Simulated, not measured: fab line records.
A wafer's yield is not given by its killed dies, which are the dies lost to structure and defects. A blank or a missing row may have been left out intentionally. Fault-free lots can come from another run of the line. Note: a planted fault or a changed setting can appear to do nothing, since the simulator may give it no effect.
8D (eight disciplines) problem report, filled in by code    flow berkeleyCmos170    the parts of the form that need people (team, actions taken, sign-off) are left out

1. THE PROBLEM
Wafers without a fault read 0.998 a.u., standard deviation 0.015; oesProductAu at UCB170_M1_ETCH_11 reads a mean of 1.285 a.u. on 6 wafers belonging to 2 lots. That puts it +19 standard deviations away from the usual mean.
The step: etches BARC in N2/H2.
First seen on wafer L102.1, day 12 09:53, on rieDiel-04. At this step, 42 wafers from 14 lots have a number in the record. The rule behind "out" and "out of limits": a value lying over 4 standard deviations away from the usual mean. Any other wafer with a number is counted as sound.

2. WHAT IT IS; WHAT IT IS NOT
question                     is                      is not
which readings at this step  oesProductAu            drypumpMotorCurrentA, throttleValvePct
which lots                   L102, L107              L101, L108, L985, L986, L987, L990, L991, L993, L994, L995, L998, L999
which wafers of those lots   all that have a number  -
read on which tools          rieDiel-04              rieDiel-01, rieDiel-02
when                         from day 12 09:53       up to then (30 sound wafers); but 6 sound wafers of L101, L108 came after

3. SUSPECTS, AND WHAT RULES EACH OUT
Counting: any tool at a process step up to the reading is kept as a suspect provided that every lot that is out went through it and no sound lot did after the first of them.
- rieDiel-04 at UCB170_M1_ETCH_11 (etches BARC in N2/H2): kept. It ran every lot that is out, first L102 (day 12 09:53), and no sound lot after that; its last sound lot up to then is L993 (day 10 02:28). On those wafers its own readings are out: oesProductAu.
Left after counting: rieDiel-04 at UCB170_M1_ETCH_11.

4. THE CAUSE (what the simulator had put in)
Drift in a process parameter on rieDiel-04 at UCB170_M1_ETCH_11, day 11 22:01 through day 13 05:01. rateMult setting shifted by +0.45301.
The count eliminated every tool but this one.

5. SEQUENCE OF EFFECTS, ordered by route
Each row: a reading whose mean over the struck wafers that have a number lies more than 3 standard deviations from the usual. Only readings whose record carries a usual standard deviation are examined. hours: median over the lots of the time between each lot's start at the first step of this table that gives one and its start at this step. sigmas: the change, counted in usual standard deviations.
hours  step               reading       usual       on struck wafers  change  sigmas
0      UCB170_M1_ETCH_11  oesProductAu  0.998 a.u.  1.285             +0.287  +19
Its process steps:
- UCB170_M1_ETCH_11: etches BARC in N2/H2.
Later measuring or inspecting steps at which every struck wafer that the step has a row for has a number for every such reading, and none has moved that far: UCB170_V1_BOW_MEAS_03.

6. HOW IT WOULD HAVE BEEN CAUGHT EARLIER
12 hours passed between the start of the fault at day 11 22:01 and the first reading out of limits in this record, taken at day 12 09:53.
